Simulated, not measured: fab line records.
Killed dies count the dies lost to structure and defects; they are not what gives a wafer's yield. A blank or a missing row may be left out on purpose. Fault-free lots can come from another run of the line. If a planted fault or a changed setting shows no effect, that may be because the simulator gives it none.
Matching of chambers :: flow berkeley-cmos170 :: cmp-01 running UCB170_V2_CMP_02: 4 sister chambers
The step polishes SiO2. 14 wafers are shown with their chamber, then 7 later ones without.

== WAFERS WITH THEIR CHAMBER ==
wafer: L246.2
chamber: 2
motor-current-A (A): 17.9
slurry-flow-ml-min: 150.3
platen-rpm (rpm): 59.90

wafer: L246.5
chamber: 1
motor-current-A (A): 15.1
slurry-flow-ml-min: 150.0
platen-rpm (rpm): 59.93

wafer: L246.6
chamber: 0
motor-current-A (A): 15.9
slurry-flow-ml-min: 150.4
platen-rpm (rpm): 59.97

wafer: L249.3
chamber: 1
motor-current-A (A): 15.0
slurry-flow-ml-min: 149.4
platen-rpm (rpm): 59.97

wafer: L249.4
chamber: 3
motor-current-A (A): 13.9
slurry-flow-ml-min: 150.4
platen-rpm (rpm): 60.05

wafer: L249.5
chamber: 2
motor-current-A (A): 17.8
slurry-flow-ml-min: 150.1
platen-rpm (rpm): 59.99

wafer: L251.4
chamber: 2
motor-current-A (A): 17.5
slurry-flow-ml-min: 150.6
platen-rpm (rpm): 60.07

wafer: L251.5
chamber: 2
motor-current-A (A): 17.2
slurry-flow-ml-min: 150.6
platen-rpm (rpm): 60.02

wafer: L251.6
chamber: 1
motor-current-A (A): 16.3
slurry-flow-ml-min: 150.2
platen-rpm (rpm): 60.00

wafer: L253.4
chamber: 2
motor-current-A (A): 17.8
slurry-flow-ml-min: 150.0
platen-rpm (rpm): 60.00

wafer: L253.5
chamber: 2
motor-current-A (A): 17.8
slurry-flow-ml-min: 150.0
platen-rpm (rpm): 59.98

wafer: L253.6
chamber: 1
motor-current-A (A): 15.8
slurry-flow-ml-min: 149.7
platen-rpm (rpm): 59.96

wafer: L268.1
chamber: 2
motor-current-A (A): 16.4
slurry-flow-ml-min: 149.5
platen-rpm (rpm): 60.13

wafer: L268.3
chamber: 3
motor-current-A (A): 13.5
slurry-flow-ml-min: 150.2
platen-rpm (rpm): 59.99

SIGNATURES (averages over the wafers above)
reading: motor-current-A
chamber 0: 15.900
chamber 1: 15.550
chamber 2: 17.486
chamber 3: 13.700
scatter within a chamber: 0.542

reading: slurry-flow-ml-min
chamber 0: 150.400
chamber 1: 149.825
chamber 2: 150.157
chamber 3: 150.300
scatter within a chamber: 0.358

reading: platen-rpm
chamber 0: 59.9700
chamber 1: 59.9650
chamber 2: 60.0129
chamber 3: 60.0200
scatter within a chamber: 0.0599
Rule: a wafer lies at a distance from a chamber equal to the root of the sum of squares, over the readings, of (its reading less the chamber's mean, divided by the reading's scatter). If the next closest chamber is less than 2 further off than the closest, the wafer can't be placed; otherwise it belongs to the closest. The scatter is the square root of a quotient: the sum, over the shown wafers, of each reading's squared deviation from its chamber's mean, divided by wafers minus chambers.

== WAFERS WITHOUT THEIR CHAMBER ==
wafer: L268.4
motor-current-A (A): 15.2
slurry-flow-ml-min: 149.8
platen-rpm (rpm): 60.02

wafer: L265.2
motor-current-A (A): 17.9
slurry-flow-ml-min: 149.5
platen-rpm (rpm): 59.92

wafer: L265.3
motor-current-A (A): 14.6
slurry-flow-ml-min: 150.2
platen-rpm (rpm): 59.98

wafer: L265.5
motor-current-A (A): 16.1
slurry-flow-ml-min: 150.2
platen-rpm (rpm): 59.99

wafer: L269.1
motor-current-A (A): 12.8
slurry-flow-ml-min: 149.7
platen-rpm (rpm): 60.04

wafer: L269.2
motor-current-A (A): 15.7
slurry-flow-ml-min: 150.1
platen-rpm (rpm): 59.95

wafer: L269.6
motor-current-A (A): 15.6
slurry-flow-ml-min: 149.8
platen-rpm (rpm): 60.04

== EACH ONE'S CHAMBER ==
wafer: L268.4
from the rows above: can't be placed: 1 or 0 or 3
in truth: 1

wafer: L265.2
from the rows above: can't be placed: 2 or 1
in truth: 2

wafer: L265.3
from the rows above: can't be placed: 3 or 1 or 0
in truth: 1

wafer: L265.5
from the rows above: can't be placed: 0 or 1 or 2
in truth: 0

wafer: L269.1
from the rows above: 3
in truth: 3

wafer: L269.2
from the rows above: can't be placed: 1 or 0
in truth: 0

wafer: L269.6
from the rows above: can't be placed: 1 or 0
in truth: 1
Placed correctly: 1 of 7. These rows do not allow placing 6 (true chamber among the candidates in 6). Number placed wrongly: 0.
